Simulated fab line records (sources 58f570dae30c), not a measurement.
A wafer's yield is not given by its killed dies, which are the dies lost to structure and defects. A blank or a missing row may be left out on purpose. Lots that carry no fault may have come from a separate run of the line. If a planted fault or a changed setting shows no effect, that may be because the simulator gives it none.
Comparing a struck lot with a sound one | flow berkeley cmos170 | 19 out of 331 route steps
Sound: the wafers L316.1, L316.3, L316.5. Struck: wafers L328.2, L328.5, L328.6. The cause comes at the end.
At each step with rows: each side's tool, then ch and its chambers, then its first start. Under that, the readings that differ: sound wafers | struck wafers | difference of the means | sigmas: that difference in standard deviations of wafers without a fault.
alike: readings whose means differ by less than 2 such deviations, and words and numbers that are the same on both sides. not compared: withheld readings, readings that some wafer has no value for, bounds like >300 that may hide the same value, and numbers for which the record gives no deviation and whose values overlap.
A row with sigmas, a row that says differs or no value, or rows on one side alone: a step with any of these is where the two part. When numbers do not overlap yet have no deviation, they are printed without sigmas and do not part them. A reading missing from all wafers of one side parts the sides only when that side holds two or more wafers.

first, 2 steps without rows for these wafers: UCB170_GATE_ANNEAL_03 (time 1800 s); UCB170_GATE_CVD_04 (deposits poly-Si from SiH4, time 1440 s, target thk 214 nm).
UCB170_GATE_THK_MEAS_05:
  struck on film metro-01, day 9 23:18; sound on film metro-03, day 7 07:40
  alike: GATE_POLY_THK
then, 6 steps without rows for these wafers: UCB170_GATE_COAT_06; UCB170_GATE_COAT_07 (resist thk 900 nm); UCB170_GATE_SOFTBAKE_08 (time 60 s); UCB170_GATE_EXPOSE_09 (exposes mask POLY, target cd 350 nm); UCB170_GATE_PEB_10; UCB170_GATE_DEVELOP_11 (develop time 45 s).
UCB170_GATE_CD_MEAS_12 targets a cd of 350 nm.
  struck on cd sem-02, day 10 01:26; sound on cd sem-02, day 7 09:35
  alike: cd nm
UCB170_GATE_OVL_MEAS_13:
  struck on overlay-01, day 10 01:32; sound on overlay-01, day 7 09:42
  alike: GATE_OVL
UCB170_GATE_ETCH_14: etches BARC in N2/H2.
  sound on rie diel-04 ch 0,1, day 7 09:44; struck on rie diel-03 ch 0,2,3, day 10 01:34
  alike: drypump motor current A, oes product au, throttle valve pct
UCB170_GATE_ETCH_15: etches poly-Si in HBr/Cl2, stops on SiO2, time 56.3 s, target depth 278.2 nm.
  sound on rie si-02 ch 1,2,3, day 7 09:46; struck on rie si-02 ch 1,2,3, day 10 01:37
  reading                               | sound             | struck            | difference | sigmas
  model.KrF_of_GATE_COAT_07.thk nm (nm) | 776.3 778.5 779.2 | 803.1 805.7 801.3 | +25.4      |
  alike: drypump motor current A, mfc cl2 sccm, oes product au, throttle valve pct
  not compared: rf hours counter h, model.GATE.feature depth nm, model.etch.depth nm
UCB170_GATE_STRIP_16: strips in O2.
  sound on plasma asher-03 ch 0,1, day 7 09:49; struck on plasma asher-03 ch 0,1, day 10 01:40
  alike: drypump motor current A, oes product au
  not compared: rf hours counter h
UCB170_GATE_CD_MEAS_90 targets a cd of 350 nm.
  struck on cd sem-02, day 10 01:47; sound on cd sem-01, day 7 09:55
  alike: cd nm
then, 1 step without rows for these wafers: UCB170_GATE_CLEAN_17 (cleans in SPM, time 600 s).
UCB170_PLDD_HMDS_00: prime time 60 s.
  sound on litho track-02 ch 0, day 7 10:48; struck on litho track-04 ch 0, day 10 02:13
  alike: prime temp c
UCB170_PLDD_COAT_01: resist thk 900 nm.
  sound on litho track-02 ch 0, day 7 10:57; struck on litho track-04 ch 0, day 10 02:22
  alike: dispense pressure kPa
UCB170_M3_PROBE_99:
  struck on prober-01, day 11 14:49; sound on prober-02, day 9 02:40
  reading                             | sound             | struck            | difference | sigmas
  model.etest.pldd.line ohm um        | 1685 1612 1753    | 1980 2967 1901    | +599       |
  model.etest.pldd.rs ohm sq          | 1098 1029 1118    | 1193 1791 1148    | +296       |
  model.etest.nldd.line ohm um        | 1199 1200 1232    | 1345 1551 1290    | +185       |
  model.etest.nplus sal.width nm (nm) | 752.5 767.5 739.8 | 710 580.1 697.4   | -91        |
  model.etest.pplus sal.width nm (nm) | 748.9 761.2 737.8 | 712.9 581.6 700.5 | -84.3      |
  model.etest.pplus sal.line ohm um   | 4.875 4.681 4.857 | 5.072 111.8 5.156 | +35.872    |
  model.etest.nplus sal.line ohm um   | 4.8 4.673 4.784   | 4.987 72.27 4.974 | +22.658    |
  not compared: model.etest.nldd.rs ohm sq

== WHERE THEY PART ==
Nowhere in this record.

WHY: the cause the simulator had injected
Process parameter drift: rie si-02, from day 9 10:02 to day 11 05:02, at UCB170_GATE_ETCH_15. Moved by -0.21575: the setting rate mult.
